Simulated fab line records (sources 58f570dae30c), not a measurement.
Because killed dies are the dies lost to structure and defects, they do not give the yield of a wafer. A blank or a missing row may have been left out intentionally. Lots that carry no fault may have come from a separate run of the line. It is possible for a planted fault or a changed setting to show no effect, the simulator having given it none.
fab line records    flow berkeley-cmos170
record: lots: 14  wafers: 42  last-day: 12
route steps=331 shown PWELL@37 WELLDRIVE@57 SCREENOX@101 PVT@123
lots that met no fault: taken from a fault-free run of the same line
start-h: hours from the record's first day to the start of the lot's first wafer shown    wait-h: time in hours since the lot's previous step    " repeats the value in the row above    L1.1+2: a single row standing in for several wafers    - no value present, or no start provided    * or withheld: withheld    < > ~ a bound
route shown NAME@n: NAME is a module with steps in the file, n the number in the route of the first one    usual: mean and standard deviation over wafers with no fault    same: alike in all rows    chamber/n: place in a boat    sites: the reading at each site    _std_site: how widely they spread, as a standard deviation    _edge_site: inner sites' mean taken away from outer sites' mean    radius-mm: how far each site lies from the wafer's centre    mask NAME#n: copy n    behind: tool/chamber where the wafer was last shaped    hold: reason for holding the lot/hours on hold/outcome of the hold    device: the transistor (n, p or np) that didn't switch    end of line: the same wafers' tests at the end of the route    where a step has no rows: the recipe by itself    killed: dies that structure and defects cost at the first sort, which is not the same as the wafer's yield    map: the dies of a wafer, with x for killed, . for not killed, _ for no die there
set.NAME: the setting as run; set.NAME@STEP: as run at that earlier step    model.NAME: the simulator's own value behind a step, which no gauge read
the route's steps for a sample of lots (tables are steps, rows are wafers)
services: the hour from which a tool's chamber was out of use, counted from the record's first day as start-h (under 0 if before that day), plus the number of hours and why
== steps ==
step: UCB170_PWELL_THK_MEAS_03
recipe: reads: SiO2_of_PWELL_OXIDATION_02
usual: PWELL_OXIDE_THK: 26.8/0.44
lot.wafer  tool           chamber  start-h  wait-h  PWELL_OXIDE_THK[nm]
L872.1     film-metro-03  -        59.48    0.0     26.5
L872.3     "              -        "        "       26.6
L872.5     "              -        "        "       26.4
L874.1     film-metro-03  -        68.14    0.0     27.0
L874.4     "              -        "        "       26.7
L874.6     "              -        "        "       26.6
L875.1     film-metro-04  -        68.14    0.0     27.0
L875.3     "              -        "        "       26.9
L875.4     "              -        "        "       26.7
L877.1     film-metro-03  -        82.59    0.0     26.9
L877.2     "              -        "        "       27.3
L877.5     "              -        "        "       27.2
L880.1     film-metro-01  -        89.53    0.0     27.0
L880.2     "              -        "        "       27.3
L880.3     "              -        "        "       27.3
L879.2     film-metro-03  -        89.54    0.0     26.6
L879.3     "              -        "        "       26.8
L879.5     "              -        "        "       27.1
L878.3     film-metro-04  -        89.55    0.0     26.5
L878.4     "              -        "        "       26.8
L878.5     "              -        "        "       27.3
L883.2     film-metro-01  -        111.47   0.0     26.2
L883.4     "              -        "        "       26.0
L883.6     "              -        "        "       26.5
L889.1     film-metro-04  -        118.23   0.0     26.9
L889.2     "              -        "        "       26.8
L889.6     "              -        "        "       27.1
L888.2     film-metro-03  -        118.24   0.0     26.8
L888.4     "              -        "        "       26.9
L888.6     "              -        "        "       27.0
L891.1     film-metro-01  -        130.36   0.0     26.2
L891.2     "              -        "        "       26.6
L891.6     "              -        "        "       26.6
L892.2     film-metro-03  -        139.92   0.0     27.0
L892.3     "              -        "        "       26.7
L892.5     "              -        "        "       27.0
L893.1     film-metro-03  -        142.66   0.0     27.6
L893.2     "              -        "        "       27.8
L893.5     "              -        "        "       27.5
L894.1     film-metro-03  -        148.58   0.0     26.3
L894.2     "              -        "        "       27.1
L894.6     "              -        "        "       26.6
step: UCB170_WELLDRIVE_THK_MEAS_02
recipe: reads: SiO2_of_WELLDRIVE_OXIDATION_01
usual: WELLDRIVE_OXIDE_THK: 201/3.7
lot.wafer  tool           chamber  start-h  wait-h  WELLDRIVE_OXIDE_THK[nm]
L872.1     film-metro-03  -        85.28    0.0     191
L872.3     "              -        "        "       193
L872.5     "              -        "        "       195
L875.1     film-metro-03  -        94.38    0.0     201
L875.3     "              -        "        "       202
L875.4     "              -        "        "       204
L874.1     film-metro-04  -        94.43    0.0     201
L874.4     "              -        "        "       201
L874.6     "              -        "        "       201
L877.1     film-metro-02  -        101.94   0.0     205
L877.2     "              -        "        "       203
L877.5     "              -        "        "       205
L880.1     film-metro-03  -        110.12   0.0     196
L880.2     "              -        "        "       198
L880.3     "              -        "        "       197
L879.2     film-metro-02  -        110.13   0.0     204
L879.3     "              -        "        "       205
L879.5     "              -        "        "       203
L878.3     film-metro-04  -        110.13   0.0     204
L878.4     "              -        "        "       201
L878.5     "              -        "        "       200
L883.2     film-metro-02  -        133.25   0.0     200
L883.4     "              -        "        "       199
L883.6     "              -        "        "       198
L889.1     film-metro-04  -        136.74   0.0     194
L889.2     "              -        "        "       192
L889.6     "              -        "        "       195
L888.2     film-metro-02  -        136.75   0.0     206
L888.4     "              -        "        "       203
L888.6     "              -        "        "       202
L891.1     film-metro-02  -        147.49   0.0     204
L891.2     "              -        "        "       207
L891.6     "              -        "        "       203
L892.2     film-metro-02  -        161.62   0.0     197
L892.3     "              -        "        "       198
L892.5     "              -        "        "       198
L893.1     film-metro-03  -        165.34   0.0     196
L893.2     "              -        "        "       199
L893.5     "              -        "        "       197
L894.1     film-metro-02  -        167.88   0.0     205
L894.2     "              -        "        "       205
L894.6     "              -        "        "       205
step: UCB170_SCREENOX_OXIDATION_01
recipe: temp-c: 900  ambient: O2  target-thk-a: 144  ox-time-s: 2400
usual: ox-temp-c: 900.1/0.37  ox-temp-c-max: 903.4/0.77
lot.wafer  tool        chamber  start-h  wait-h  ox-temp-c  ox-temp-c-max
L872.1     furnace-03  0        123.83   1.0     899.9      903.8
L872.3     "           0        "        "       900.9      905.6
L872.5     "           0        "        "       900.8      905.0
L874.1     furnace-03  0        123.83   1.0     900.0      903.5
L874.4     "           0        "        "       900.0      903.7
L874.6     "           0        "        "       899.7      903.1
L875.1     furnace-03  0        123.83   1.0     899.8      903.4
L875.3     "           0        "        "       899.7      903.6
L875.4     "           0        "        "       899.8      903.7
L877.1     furnace-02  0        131.69   1.7     899.7      903.2
L877.2     "           0        "        "       899.8      903.1
L877.5     "           0        "        "       899.8      902.8
L878.3     furnace-02  0        151.58   0.6     900.5      904.9
L878.4     "           0        "        "       900.5      903.5
L878.5     "           0        "        "       900.9      903.8
L879.2     furnace-02  0        151.58   0.6     899.5      902.5
L879.3     "           0        "        "       900.2      903.3
L879.5     "           0        "        "       899.8      903.1
L880.1     furnace-02  0        151.58   0.6     899.4      902.7
L880.2     "           0        "        "       899.9      902.9
L880.3     "           0        "        "       899.6      903.6
L883.2     furnace-01  -        176.54   2.3     -          -
L883.4     "           -        "        "       -          -
L883.6     "           -        "        "       -          -
L888.2     furnace-01  -        176.54   2.3     -          -
L888.4     "           -        "        "       -          -
L888.6     "           -        "        "       -          -
L889.1     furnace-01  0        176.54   2.3     899.9      902.3
L889.2     "           0        "        "       900.4      903.5
L889.6     "           0        "        "       899.6      901.4
L891.1     furnace-02  0        190.25   1.4     900.5      904.3
L891.2     "           0        "        "       900.5      903.7
L891.6     "           0        "        "       900.4      904.4
L892.2     furnace-01  0        209.06   4.1     900.7      903.4
L892.3     "           0        "        "       900.6      903.5
L892.5     "           0        "        "       900.4      902.9
L893.1     furnace-01  0        209.06   4.1     899.7      903.5
L893.2     "           0        "        "       900.1      902.6
L893.5     "           0        "        "       899.4      903.3
L894.1     furnace-02  0        217.51   2.8     900.4      903.5
L894.2     "           0        "        "       900.2      903.1
L894.6     "           0        "        "       899.7      903.0
step: UCB170_PVT_STRIP_08
recipe: chemistry: O2  power-w: 400  pressure-mtorr: 3500  platen-temp-c: withheld  o2-flow-sccm: 400  overash-fraction: 0.5
usual: drypump-motor-current-A: 6.0/0.33  oes-product-au: 0.735/0.0045  strip-time-to-endpoint-s: 21.61/0.057
lot.wafer  tool             chamber  start-h  wait-h  drypump-motor-current-A  oes-product-au  rf-hours-counter-h  strip-time-to-endpoint-s
L874.1     plasma-asher-03  1        132.33   0.1     6.1                      0.728           2                   21.64
L874.4     "                1        "        "       6.1                      0.733           -                   21.69
L874.6     "                0        "        "       5.8                      0.734           -                   21.64
L872.1     plasma-asher-01  0        133.78   0.1     5.5                      0.733           46                  21.63
L872.3     "                0        "        "       5.5                      0.733           -                   21.62
L872.5     "                0        "        "       5.5                      0.733           -                   21.66
L875.1     plasma-asher-02  1        134.09   0.1     5.8                      0.734           36                  21.62
L875.3     "                1        "        "       5.7                      0.741           -                   21.57
L875.4     "                0        "        "       6.1                      0.744           -                   21.61
L877.1     plasma-asher-01  1        143.70   0.1     6.6                      0.734           47                  21.59
L877.2     "                0        "        "       5.5                      0.731           47                  21.57
L877.5     "                1        "        "       6.6                      0.744           -                   21.60
L880.1     plasma-asher-03  0        163.92   0.1     5.8                      0.737           6                   21.64
L880.2     "                1        "        "       6.1                      0.736           6                   21.71
L880.3     "                1        "        "       6.1                      0.731           -                   21.68
L878.3     plasma-asher-02  1        163.95   0.1     5.8                      0.737           -                   21.55
L878.4     "                0        "        "       6.1                      0.737           -                   21.66
L878.5     "                1        "        "       5.8                      0.735           -                   21.60
L879.2     plasma-asher-01  1        165.39   0.1     6.6                      0.735           49                  21.66
L879.3     "                0        "        "       5.5                      0.740           -                   21.64
L879.5     "                0        "        "       5.5                      0.743           -                   21.60
L889.1     plasma-asher-02  0        196.10   0.1     6.1                      0.731           43                  21.56
L889.2     "                1        "        "       5.8                      0.734           43                  21.57
L889.6     "                0        "        "       6.1                      0.728           -                   21.52
L891.1     plasma-asher-02  0        201.87   0.1     6.1                      0.742           43                  21.55
L891.2     "                1        "        "       5.8                      0.735           43                  21.53
L891.6     "                0        "        "       6.1                      0.731           -                   21.53
L892.2     plasma-asher-01  0        218.72   0.1     5.5                      0.739           55                  21.68
L892.3     "                0        "        "       5.5                      0.737           -                   21.72
L892.5     "                0        "        "       5.5                      0.736           -                   21.66
L893.1     plasma-asher-02  1        219.15   0.1     5.8                      0.729           45                  21.53
L893.2     "                0        "        "       6.1                      0.730           45                  21.50
L893.5     "                0        "        "       6.1                      0.731           -                   21.58
L894.1     plasma-asher-02  0        232.29   0.1     6.1                      0.727           47                  21.63
L894.2     "                1        "        "       5.8                      0.734           47                  21.64
L894.6     "                0        "        "       6.1                      0.735           -                   21.56
== services ==
tool             chamber  start-h  hours  kind
plasma-asher-03  -        108.75   9.0    pm
plasma-asher-03  0        108.75   9.0    vent-cycle
plasma-asher-03  1        108.75   9.0    vent-cycle
plasma-asher-03  0        117.75   -      clean
plasma-asher-03  1        117.75   -      clean
plasma-asher-02  -        133.03   0.4    repair
plasma-asher-02  -        151.12   2.8    pm
plasma-asher-01  -        152.76   8.7    repair
plasma-asher-02  -        164.43   2.4    repair
furnace-02       -        172.19   3.5    pm
furnace-03       -        172.55   7.9    pm
furnace-02       -        182.74   4.9    pm
plasma-asher-01  -        190.57   3.3    repair
furnace-01       -        196.78   3.1    pm
furnace-02       -        197.35   18.8   pm
furnace-03       -        221.26   3.7    pm
== key ==
first-sign: step: UCB170_SCREENOX_OXIDATION_01  reading: tool-record  direction: missing
effect none on later readings
met-at UCB170_SCREENOX_OXIDATION_01
struck-lots L883,L888
later-rows-left-out L883.2,L883.4,L883.6,L888.2,L888.4,L888.6
sort-left-out L883.2,L883.4,L883.6,L888.2,L888.4,L888.6
tester-left-out L883,L888
not-acting-at UCB170_PWELL_THK_MEAS_03,UCB170_WELLDRIVE_THK_MEAS_02,UCB170_PVT_STRIP_08
fault: kind: skipped-step-whole  tool: furnace-01  chamber: -  onset-h: 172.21  steps: UCB170_SCREENOX_OXIDATION_01  scope: struck-lots-only
tester-left-out: of these lots the tester's yield and bins aren't shown, on N5 and GAA mostly nor the transistor test; their killed dies are dies lost to structure and defects alone, not to doping, threshold or leakage, so they don't give the yield
sort-left-out: the simulated sort isn't trusted on such a fault, so these wafers' sort isn't shown, and their yield isn't known
later-rows-left-out: the simulator's readings of these wafers behind a module that went badly wrong aren't trusted and aren't shown, but for the sort
